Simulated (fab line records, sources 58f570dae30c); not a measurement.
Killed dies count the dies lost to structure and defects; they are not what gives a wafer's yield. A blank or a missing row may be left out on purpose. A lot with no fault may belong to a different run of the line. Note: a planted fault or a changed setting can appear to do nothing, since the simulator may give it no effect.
2 desks, one fault	flow berkeleyCmos170	every desk sees just its own numbers, and what lay behind them comes last

== THE TOOL OWNER'S DESK: implanter-03 ==
For each lot that ran on this tool, the mean over its sampled wafers that have a number, from the tool's own readings at UCB170_NVT_IMPLANT_07. The brackets show how far a lot's mean lies from the usual mean; more than 4 standard deviations puts the lot out of limits, marked OUT.
Columns: A = doseIonsCm2 at UCB170_NVT_IMPLANT_07, usual 3e+12; B = endStationPressureTorr at UCB170_NVT_IMPLANT_07, usual 4.99e-06 Torr; C = faradayCurrentUA at UCB170_NVT_IMPLANT_07, usual 9.52
lot	first seen here	A	B	C
L978	day 6 13:53	3e+12	4.84e-06	9.53
L979	day 7 05:01	3e+12	5.23e-06	9.66
L980	day 7 14:41	4e+12 (+99 or more) OUT	4.73e-06	13.75 (+23) OUT
L981	day 7 14:50	4e+12 (+99 or more) OUT	5.10e-06	13.52 (+22) OUT
L993	day 10 16:28	3e+12	4.93e-06	9.53
L995	day 10 22:41	3e+12	5.09e-06	9.72
L997	day 11 07:49	3e+12	4.77e-06	9.53
L998	day 11 23:54	3e+12	5.10e-06	9.40
This desk's verdict: out of limits on L980, L981, starting with L980 at day 7 14:41 (doseIonsCm2 at UCB170_NVT_IMPLANT_07). Within limits: L978, L979, L993, L995, L997, L998.

== AT THE METROLOGY DESK ==
Means of the sampled wafers that have a number, per lot and without regard to the tool the lot ran on: this is what the gauges read. The brackets show how far a lot's mean lies from the usual mean; more than 4 standard deviations puts the lot out of limits, marked OUT.
Columns: A = NVT_TW at UCB170_NVT_TW_MEAS_09, usual 523; B = cdNm at UCB170_V2_CD_MEAS_12, usual 699.6 nm; C = M3_BOW at UCB170_M3_BOW_MEAS_20, usual 36 um
lot	first seen here	A	B	C
L978	day 6 14:08	516	698.8	36
L979	day 7 05:16	516	698.6	38
L980	day 7 14:56	589 (+14) OUT	698.8	35
L982	day 7 14:56	522	700.9	35
L981	day 7 15:05	576 (+11) OUT	700.0	40
L983	day 8 04:19	527	699.7	31
L985	day 8 14:04	527	698.5	37
L994	day 10 16:30	527	701.6	31
L993	day 10 16:43	519	700.2	33
L995	day 10 22:55	527	700.6	40
L997	day 11 08:02	531	699.4	40
L996	day 11 08:17	521	700.1	43
L999	day 11 23:25	529	699.3	33
L998	day 12 00:07	523	696.1	37
Finding of this desk: L980, L981 out of limits, first seen on L980 at day 7 14:56 (NVT_TW at UCB170_NVT_TW_MEAS_09). Within limits: L978, L979, L982, L983, L985, L994, L993, L995, L997, L996, L999, L998.

== PUT TOGETHER ==
On L980, L981, at day 7 14:41, an alarm was possible from the tool owner's desk.
The metrology desk could have raised an alarm at day 7 14:56, on L980, L981.
UCB170_NVT_IMPLANT_07 was run on implanter-03 by each of the lots named.

== WHAT THE SIMULATOR PUT IN ==
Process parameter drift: implanter-03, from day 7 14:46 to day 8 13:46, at UCB170_NVT_IMPLANT_07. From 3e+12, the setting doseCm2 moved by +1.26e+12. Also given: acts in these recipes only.
Lots struck among those shown: L980, L981.
